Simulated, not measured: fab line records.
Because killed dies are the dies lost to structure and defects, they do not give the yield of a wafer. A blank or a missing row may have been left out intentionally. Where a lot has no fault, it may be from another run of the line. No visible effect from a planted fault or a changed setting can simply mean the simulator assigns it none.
fab line records	flow berkeleyCmos170
record lots=5	wafers=23
route steps=331 shown CONTACT@229 V2@302 M3@322
startH: the number of hours between the record's first day and the start of the first shown wafer of the lot	waitH: hours from the lot's prior step to this one	" identical to the entry in the row above	L1.1+2: several wafers, shown together as one row	- value missing, or start not given	* or withheld: withheld	< > ~ a bound
route shown NAME@n: names a module that has steps shown in the file, with the first one's number in the route	usual: mean/standard deviation of fault-free wafers	same: alike in all rows	chamber/n: place in a boat	sites: each site's reading	_std_site: how widely they spread, as a standard deviation	_edge_site: the outer-site mean with the inner-site mean subtracted	radiusMm: how far each site lies from the wafer's centre	mask NAME#n: copy n	behind: tool/chamber where the wafer was last shaped	hold: cause of the lot's hold/its duration in hours/its outcome	device: whichever transistor did not switch (one of n, p or np)	end of line: the tests these same wafers got at the end of their route	a step given without rows: its recipe and nothing more	killed: at the first sort, the dies lost to defects and structure; wafer yield is something else	map: per-die view of a wafer (x killed, . not killed, _ where there is no die)
set.NAME: the setting the step ran with; set.NAME@STEP: the setting that earlier step ran with	model.NAME: the simulator's own value behind a step, which no gauge read
lots with deliberately changed settings; one table per step, one row per wafer
## steps
# step UCB170_CONTACT_PEB_13
# recipe pebTempC=130	pebTimeS=withheld	resist=KrF
lot.wafer	tool	chamber	startH	waitH	set.pebTempC
L075.2+3	lithoTrack-02	0	146.01	0.7	130
L075.4+5+6	"	0	"	"	132.7
L078.1+2+5	lithoTrack-01	0	170.24	0.5	130
L078.4+6	"	0	"	"	129
L079.1+3+6	lithoTrack-02	0	170.39	0.1	130
L079.4+5	"	0	"	"	131.4
L080.2+4+6	lithoTrack-01	0	171.39	0.3	130
L085.2+3+4+5+6	lithoTrack-01	0	203.13	0.3	130
# step UCB170_CONTACT_DEVELOP_14
# recipe developer=TMAH	developTimeS=45	resist=KrF	devTempC=21
# step UCB170_CONTACT_CD_MEAS_15
# recipe targetCdNm=700
# usual cdNm=699.7/1.2
lot.wafer	tool	chamber	startH	waitH	set.pebTempC@CONTACT_PEB_13	cdNm
L075.2	cdSem-01	-	146.28	-	130	699.4
L075.3	"	-	"	"	130	700.7
L075.4	"	-	"	"	132.7	714.9
L075.5	"	-	"	"	132.7	716.0
L075.6	"	-	"	"	132.7	714.0
L078.1	cdSem-02	-	170.51	-	130	700.0
L078.2	"	-	"	"	130	700.2
L078.4	"	-	"	"	129	693.7
L078.5	"	-	"	"	130	699.6
L078.6	"	-	"	"	129	691.7
L079.1	cdSem-01	-	170.67	-	130	699.3
L079.3	"	-	"	"	130	699.8
L079.4	"	-	"	"	131.4	707.6
L079.5	"	-	"	"	131.4	708.3
L079.6	"	-	"	"	130	698.7
L080.2	cdSem-01	-	171.66	-	130	701.0
L080.4	"	-	"	"	130	700.1
L080.6	"	-	"	"	130	700.7
L085.2	cdSem-01	-	203.40	-	130	700.5
L085.3	"	-	"	"	130	701.3
L085.4	"	-	"	"	130	700.7
L085.5	"	-	"	"	130	700.6
L085.6	"	-	"	"	130	700.1
# step UCB170_CONTACT_ETCH_17
# recipe chemistry=N2/H2	targetDepthA=withheld	overetchA=withheld	target=BARC	timeS=withheld	sourceW=500	biasW=100	pressureMtorr=30	n2FlowSccm=100	h2FlowSccm=200
lot.wafer	tool	chamber	startH	waitH	set.pebTempC@CONTACT_PEB_13	model.CONTACT.cdNm
L075.2	rieDiel-02	1	146.42	0.0	130	699.9
L075.3	"	3	"	"	130	700.4
L075.4	"	3	"	"	132.7	714.6
L075.5	"	1	"	"	132.7	716.6
L075.6	"	0	"	"	132.7	713.5
L078.1	rieDiel-02	0	170.67	0.0	130	699.4
L078.2	"	2	"	"	130	700.3
L078.4	"	1	"	"	129	694.2
L078.5	"	0	"	"	130	699
L078.6	"	1	"	"	129	693
L079.1	rieDiel-01	0	170.82	0.0	130	700.5
L079.3	"	1	"	"	130	699.8
L079.4	"	2	"	"	131.4	707.4
L079.5	"	0	"	"	131.4	709
L079.6	"	1	"	"	130	698.1
L080.2	rieDiel-03	0	171.79	0.0	130	700.8
L080.4	"	3	"	"	130	699
L080.6	"	3	"	"	130	700.1
L085.2+5	rieDiel-01	0,3	203.54	0.0	130	701.3
L085.3	"	1	"	"	130	700.6
L085.4	"	2	"	"	130	700
L085.6	"	2	"	"	130	699.7
# step UCB170_CONTACT_ETCH_18
# recipe chemistry=CHF3/CF4/Ar	target=PSG	stopOn=TiSi2	CHF3_flow_sccm=45	cf4FlowSccm=15	Ar_flow_sccm=150	pressureMtorr=200	rfW=700	targetDepthA=8400	overEtchFrac=0.2	timeS=195
lot.wafer	tool	chamber	startH	waitH	set.pebTempC@CONTACT_PEB_13	model.CONTACT.cdNm
L075.2	rieDiel-02	1	-	-	130	699.4
L075.3	"	3	"	"	130	700.5
L075.4	"	3	"	"	132.7	714.5
L075.5	"	1	"	"	132.7	716
L075.6	"	0	"	"	132.7	713.4
L078.1	rieDiel-02	0	-	-	130	699.5
L078.2	"	2	"	"	130	700.1
L078.4	"	1	"	"	129	694.4
L078.5	"	0	"	"	130	699.1
L078.6	"	1	"	"	129	693.2
L079.1	rieDiel-01	0	-	-	130	700.6
L079.3	"	1	"	"	130	699.9
L079.4	"	2	"	"	131.4	707.4
L079.5	"	0	"	"	131.4	709
L079.6	"	1	"	"	130	698
L080.2	rieDiel-03	0	-	-	130	700.4
L080.4	"	3	"	"	130	699.3
L080.6	"	3	"	"	130	700.3
L085.2	rieDiel-01	0	-	-	130	701.7
L085.3	"	1	"	"	130	700.7
L085.4	"	2	"	"	130	699.6
L085.5	"	3	"	"	130	701.6
L085.6	"	2	"	"	130	699
# step UCB170_CONTACT_STRIP_19
# recipe chemistry=O2	powerW=400	pressureMtorr=3500	platenTempC=withheld	o2FlowSccm=400	overashFraction=0.5
# step UCB170_CONTACT_CD_MEAS_90
# recipe targetCdNm=700
# usual cdNm=699.7/1.4
lot.wafer	tool	chamber	startH	waitH	set.pebTempC@CONTACT_PEB_13	cdNm
L075.2	cdSem-01	-	146.70	0.1	130	699.1
L075.3	"	-	"	"	130	700.3
L075.4	"	-	"	"	132.7	714.5
L075.5	"	-	"	"	132.7	715.8
L075.6	"	-	"	"	132.7	713.3
L078.1	cdSem-01	-	170.94	0.1	130	699.3
L078.2	"	-	"	"	130	699.6
L078.4	"	-	"	"	129	694.8
L078.5	"	-	"	"	130	699.0
L078.6	"	-	"	"	129	693.4
L079.1	cdSem-02	-	171.09	0.1	130	700.9
L079.3	"	-	"	"	130	700.1
L079.4	"	-	"	"	131.4	707.3
L079.5	"	-	"	"	131.4	709.0
L079.6	"	-	"	"	130	698.0
L080.2	cdSem-02	-	172.08	0.1	130	700.4
L080.4	"	-	"	"	130	699.1
L080.6	"	-	"	"	130	700.0
L085.2	cdSem-02	-	203.82	0.1	130	701.7
L085.3	"	-	"	"	130	700.4
L085.4	"	-	"	"	130	699.4
L085.5	"	-	"	"	130	701.6
L085.6	"	-	"	"	130	698.8
# step UCB170_V2_PEB_10
# recipe pebTempC=130	pebTimeS=withheld	resist=KrF
lot.wafer	tool	chamber	startH	waitH	set.pebTempC
L075.2+3+4+5+6	lithoTrack-02	0	159.09	0.3	130
L078.1+2+5	lithoTrack-02	0	184.82	0.1	132.1
L078.4+6	"	0	"	"	130
L079.1+4	lithoTrack-01	0	185.47	0.1	127.4
L079.3+5+6	"	0	"	"	130
L080.2+4+6	lithoTrack-04	0	187.12	0.4	130
L085.2+3+6	lithoTrack-04	0	214.80	0.1	130
L085.4+5	"	0	"	"	127.8
# step UCB170_V2_DEVELOP_11
# recipe developer=TMAH	developTimeS=45	resist=KrF	devTempC=21
# step UCB170_V2_CD_MEAS_12
# recipe targetCdNm=700
# usual cdNm=700.0/1.4
lot.wafer	tool	chamber	startH	waitH	set.pebTempC@V2_PEB_10	cdNm
L075.2	cdSem-02	-	159.36	-	130	699.7
L075.3	"	-	"	"	130	700.1
L075.4	"	-	"	"	130	699.7
L075.5	"	-	"	"	130	699.8
L075.6	"	-	"	"	130	699.3
L078.1	cdSem-02	-	185.23	-	132.1	715.7
L078.2	"	-	"	"	132.1	716.0
L078.4	"	-	"	"	130	703.3
L078.5	"	-	"	"	132.1	714.9
L078.6	"	-	"	"	130	701.2
L079.1	cdSem-02	-	185.78	-	127.4	679.1
L079.3	"	-	"	"	130	700.2
L079.4	"	-	"	"	127.4	680.8
L079.5	"	-	"	"	130	699.5
L079.6	"	-	"	"	130	700.2
L080.2	cdSem-02	-	187.39	-	130	698.2
L080.4	"	-	"	"	130	699.7
L080.6	"	-	"	"	130	699.8
L085.2	cdSem-01	-	215.07	-	130	699.1
L085.3	"	-	"	"	130	699.5
L085.4	"	-	"	"	127.8	682.6
L085.5	"	-	"	"	127.8	683.8
L085.6	"	-	"	"	130	700.0
# step UCB170_V2_ETCH_14
# recipe chemistry=CHF3/CF4/Ar	target=SiO2	stopOn=Al	CHF3_flow_sccm=45	cf4FlowSccm=15	Ar_flow_sccm=150	pressureMtorr=200	rfW=700	targetDepthA=12500	overEtchFrac=0.25	timeS=291
lot.wafer	tool	chamber	startH	waitH	set.rfW	set.pebTempC@V2_PEB_10	model.V2.cdNm	model.KrF_of_V2_COAT_07.thkNm
L075.2	rieDiel-02	3	159.50	0.0	700	130	699	614.9
L075.3	"	2	"	"	638.3	130	698.3	634
L075.4	"	0	"	"	700	130	700.3	614.3
L075.5	"	1	"	"	700	130	699.3	614.4
L075.6	"	2	"	"	638.3	130	697.5	631
L078.1	rieDiel-01	3	185.38	0.0	700	132.1	716.3	601.9
L078.2	"	0	"	"	700	132.1	717.9	601.4
L078.4	"	1	"	"	700	130	703.2	604.5
L078.5	"	1	"	"	700	132.1	715.4	604.4
L078.6	"	2	"	"	700	130	702.3	611.3
L079.1	rieDiel-03	1	185.94	0.0	653.4	127.4	678.1	614.5
L079.3	"	0	"	"	700	130	698.7	614.3
L079.4	"	1	"	"	700	127.4	680.3	604.6
L079.5	"	2	"	"	653.4	130	699.2	631.9
L079.6	"	0	"	"	653.4	130	697.9	627.6
L080.2	rieDiel-01	1	187.52	0.0	700	130	698.1	604.4
L080.4	"	2	"	"	700	130	700.6	612.3
L080.6	"	2	"	"	700	130	700.6	611.8
L085.2	rieDiel-01	1	215.21	0.0	767	130	700.8	595.3
L085.3	"	3	"	"	700	130	699.3	605.9
L085.4	"	2	"	"	700	127.8	683.9	617.6
L085.5	"	1	"	"	767	127.8	685.7	594.1
L085.6	"	0	"	"	767	130	702.4	588.8
# step UCB170_V2_STRIP_15
# recipe chemistry=O2	powerW=400	pressureMtorr=3500	platenTempC=withheld	o2FlowSccm=400	overashFraction=0.5
# step UCB170_V2_CD_MEAS_90
# recipe targetCdNm=700
# usual cdNm=700.0/1.5
lot.wafer	tool	chamber	startH	waitH	set.pebTempC@V2_PEB_10	cdNm
L075.2	cdSem-02	-	159.80	0.1	130	698.9
L075.3	"	-	"	"	130	698.8
L075.4	"	-	"	"	130	700.4
L075.5	"	-	"	"	130	699.1
L075.6	"	-	"	"	130	697.5
L078.1	cdSem-02	-	185.66	0.1	132.1	716.1
L078.2	"	-	"	"	132.1	718.0
L078.4	"	-	"	"	130	703.2
L078.5	"	-	"	"	132.1	715.4
L078.6	"	-	"	"	130	702.2
L079.1	cdSem-02	-	186.21	0.1	127.4	677.9
L079.3	"	-	"	"	130	698.7
L079.4	"	-	"	"	127.4	680.3
L079.5	"	-	"	"	130	699.0
L079.6	"	-	"	"	130	697.8
L080.2	cdSem-02	-	187.82	0.1	130	698.1
L080.4	"	-	"	"	130	700.8
L080.6	"	-	"	"	130	700.9
L085.2	cdSem-02	-	215.51	0.1	130	700.6
L085.3	"	-	"	"	130	699.2
L085.4	"	-	"	"	127.8	684.0
L085.5	"	-	"	"	127.8	685.6
L085.6	"	-	"	"	130	702.5
# step UCB170_M3_PEB_13
# recipe pebTempC=130	pebTimeS=withheld	resist=KrF
lot.wafer	tool	chamber	startH	waitH	set.pebTempC
L075.2+5+6	lithoTrack-02	0	162.42	0.4	130
L075.3+4	"	0	"	"	128.7
L078.1+4+6	lithoTrack-03	0	187.56	0.1	126.4
L078.2+5	"	0	"	"	130
L079.1+3+4+5+6	lithoTrack-04	0	188.08	0.1	130
L080.2+4+6	lithoTrack-04	0	189.91	0.1	130
L085.2+6	lithoTrack-04	0	218.59	0.5	130
L085.3+4+5	"	0	"	"	127.8
# step UCB170_M3_DEVELOP_14
# recipe developer=TMAH	developTimeS=45	resist=KrF	devTempC=21
# step UCB170_M3_CD_MEAS_15
# recipe targetCdNm=700
# usual cdNm=699.9/1.2
lot.wafer	tool	chamber	startH	waitH	set.pebTempC@M3_PEB_13	cdNm
L075.2	cdSem-01	-	162.69	-	130	700.1
L075.3	"	-	"	"	128.7	708.8
L075.4	"	-	"	"	128.7	710.7
L075.5	"	-	"	"	130	701.0
L075.6	"	-	"	"	130	700.4
L078.1	cdSem-02	-	187.92	-	126.4	727.6
L078.2	"	-	"	"	130	699.0
L078.4	"	-	"	"	126.4	727.4
L078.5	"	-	"	"	130	699.7
L078.6	"	-	"	"	126.4	727.1
L079.1	cdSem-02	-	188.35	-	130	697.5
L079.3	"	-	"	"	130	697.8
L079.4	"	-	"	"	130	697.8
L079.5	"	-	"	"	130	698.1
L079.6	"	-	"	"	130	699.4
L080.2	cdSem-02	-	190.26	-	130	700.4
L080.4	"	-	"	"	130	700.0
L080.6	"	-	"	"	130	699.4
L085.2	cdSem-02	-	218.86	-	130	701.4
L085.3	"	-	"	"	127.8	717.0
L085.4	"	-	"	"	127.8	715.5
L085.5	"	-	"	"	127.8	715.4
L085.6	"	-	"	"	130	700.3
# step UCB170_M3_ETCH_17
# recipe chemistry=N2/H2	targetDepthA=withheld	overetchA=withheld	target=BARC	timeS=withheld	sourceW=500	biasW=100	pressureMtorr=30	n2FlowSccm=100	h2FlowSccm=200
lot.wafer	tool	chamber	startH	waitH	set.pebTempC@M3_PEB_13	model.M3.cdNm
L075.2	rieDiel-02	3	162.83	0.0	130	700.2
L075.3	"	2	"	"	128.7	708.6
L075.4	"	0	"	"	128.7	709.4
L075.5	"	3	"	"	130	700.7
L075.6	"	0	"	"	130	699.6
L078.1	rieDiel-04	0	188.08	0.0	126.4	729
L078.2	"	3	"	"	130	699.8
L078.4	"	1	"	"	126.4	728.7
L078.5	"	0	"	"	130	700.4
L078.6	"	1	"	"	126.4	728.3
L079.1	rieDiel-01	0	188.51	0.0	130	697.7
L079.3	"	2	"	"	130	698.4
L079.4	"	3	"	"	130	697.6
L079.5	"	2	"	"	130	698.3
L079.6	"	1	"	"	130	699
L080.2	rieDiel-04	2	190.40	0.0	130	700.5
L080.4	"	3	"	"	130	699.9
L080.6	"	2	"	"	130	699.7
L085.2	rieDiel-01	0	218.99	0.0	130	701.7
L085.3	"	3	"	"	127.8	716.4
L085.4	"	1	"	"	127.8	715.2
L085.5	"	2	"	"	127.8	716.1
L085.6	"	3	"	"	130	700.3
# step UCB170_M3_METAL_ETCH_18
# recipe chemistry=Cl2/BCl3	target=Al	stopOn=SiO2	pressureMtorr=12	targetDepthA=11700	overEtchFrac=0.3	timeS=195	icpW=600	biasW=120	Cl2_flow_sccm=90	bcl3FlowSccm=45
lot.wafer	tool	chamber	startH	waitH	set.timeS	set.pebTempC@M3_PEB_13	model.M3.cdNm
L075.2	rieMetal-02	1	162.93	-	195	130	697.4
L075.3	"	1	"	"	195	128.7	708.5
L075.4	"	1	"	"	170.1	128.7	713.6
L075.5	"	1	"	"	195	130	698.3
L075.6	"	1	"	"	170.1	130	706.8
L078.1	rieMetal-02	1	188.12	-	195	126.4	725.8
L078.2	"	0	"	"	195	130	701.9
L078.4	"	1	"	"	195	126.4	725.7
L078.5	"	1	"	"	195	130	694.7
L078.6	"	0	"	"	195	126.4	731.7
L079.1	rieMetal-03	1	188.55	-	195	130	691.7
L079.3	"	0	"	"	195	130	695.1
L079.4	"	1	"	"	195	130	695.5
L079.5	"	0	"	"	195	130	693.9
L079.6	"	1	"	"	195	130	697
L080.2	rieMetal-01	1	190.44	-	195	130	703.5
L080.4	"	1	"	"	195	130	704.8
L080.6	"	1	"	"	195	130	703.3
L085.2	rieMetal-02	1	219.04	-	195	130	699.7
L085.3	"	0	"	"	195	127.8	720.8
L085.4	"	1	"	"	195	127.8	710.4
L085.5	"	0	"	"	195	127.8	719.8
L085.6	"	1	"	"	195	130	698.7
# step UCB170_M3_STRIP_19
# recipe chemistry=O2	powerW=400	pressureMtorr=3500	platenTempC=withheld	o2FlowSccm=400	overashFraction=0.5
# step UCB170_M3_CD_MEAS_90
# recipe targetCdNm=700
# usual cdNm=699/3.7
lot.wafer	tool	chamber	startH	waitH	set.pebTempC@M3_PEB_13	cdNm
L075.2	cdSem-01	-	163.37	0.1	130	698
L075.3	"	-	"	"	128.7	709
L075.4	"	-	"	"	128.7	714
L075.5	"	-	"	"	130	698
L075.6	"	-	"	"	130	707
L078.1	cdSem-02	-	188.47	0.1	126.4	726
L078.2	"	-	"	"	130	702
L078.4	"	-	"	"	126.4	725
L078.5	"	-	"	"	130	695
L078.6	"	-	"	"	126.4	732
L079.1	cdSem-02	-	188.84	0.1	130	692
L079.3	"	-	"	"	130	695
L079.4	"	-	"	"	130	696
L079.5	"	-	"	"	130	694
L079.6	"	-	"	"	130	697
L080.2	cdSem-02	-	191.10	0.4	130	704
L080.4	"	-	"	"	130	705
L080.6	"	-	"	"	130	703
L085.2	cdSem-02	-	219.34	0.1	130	700
L085.3	"	-	"	"	127.8	721
L085.4	"	-	"	"	127.8	710
L085.5	"	-	"	"	127.8	720
L085.6	"	-	"	"	130	699
## key
split step=UCB170_CONTACT_PEB_13	setting=pebTempC	stated=130	by=wafer
response step=UCB170_CONTACT_CD_MEAS_15	reading=cdNm	change=+7.58	per=1%	r=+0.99
response step=UCB170_CONTACT_ETCH_17	reading=model.CONTACT.cdNm	change=+7.36	per=1%	r=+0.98
response step=UCB170_CONTACT_ETCH_18	reading=model.CONTACT.cdNm	change=+7.3	per=1%	r=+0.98
response step=UCB170_CONTACT_CD_MEAS_90	reading=cdNm	change=+7.25	per=1%	r=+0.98
split step=UCB170_V2_PEB_10	setting=pebTempC	stated=130	by=wafer
response step=UCB170_V2_CD_MEAS_12	reading=cdNm	change=+9.39	per=1%	r=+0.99
response step=UCB170_V2_ETCH_14	reading=model.V2.cdNm	change=+9.3	per=1%	r=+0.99
response step=UCB170_V2_CD_MEAS_90	reading=cdNm	change=+9.3	per=1%	r=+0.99
split step=UCB170_V2_ETCH_14	setting=rfW	stated=700	by=wafer
response step=UCB170_V2_ETCH_14	reading=model.KrF_of_V2_COAT_07.thkNm	change=-2.06	per=1%	r=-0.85
split step=UCB170_M3_PEB_13	setting=pebTempC	stated=130	by=wafer
response step=UCB170_M3_CD_MEAS_15	reading=cdNm	change=-9.77	per=1%	r=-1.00
response step=UCB170_M3_ETCH_17	reading=model.M3.cdNm	change=-9.82	per=1%	r=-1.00
response step=UCB170_M3_METAL_ETCH_18	reading=model.M3.cdNm	change=-10.5	per=1%	r=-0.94
response step=UCB170_M3_CD_MEAS_90	reading=cdNm	change=-10.6	per=1%	r=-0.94
split step=UCB170_M3_METAL_ETCH_18	setting=timeS	stated=195	by=wafer
response none clear
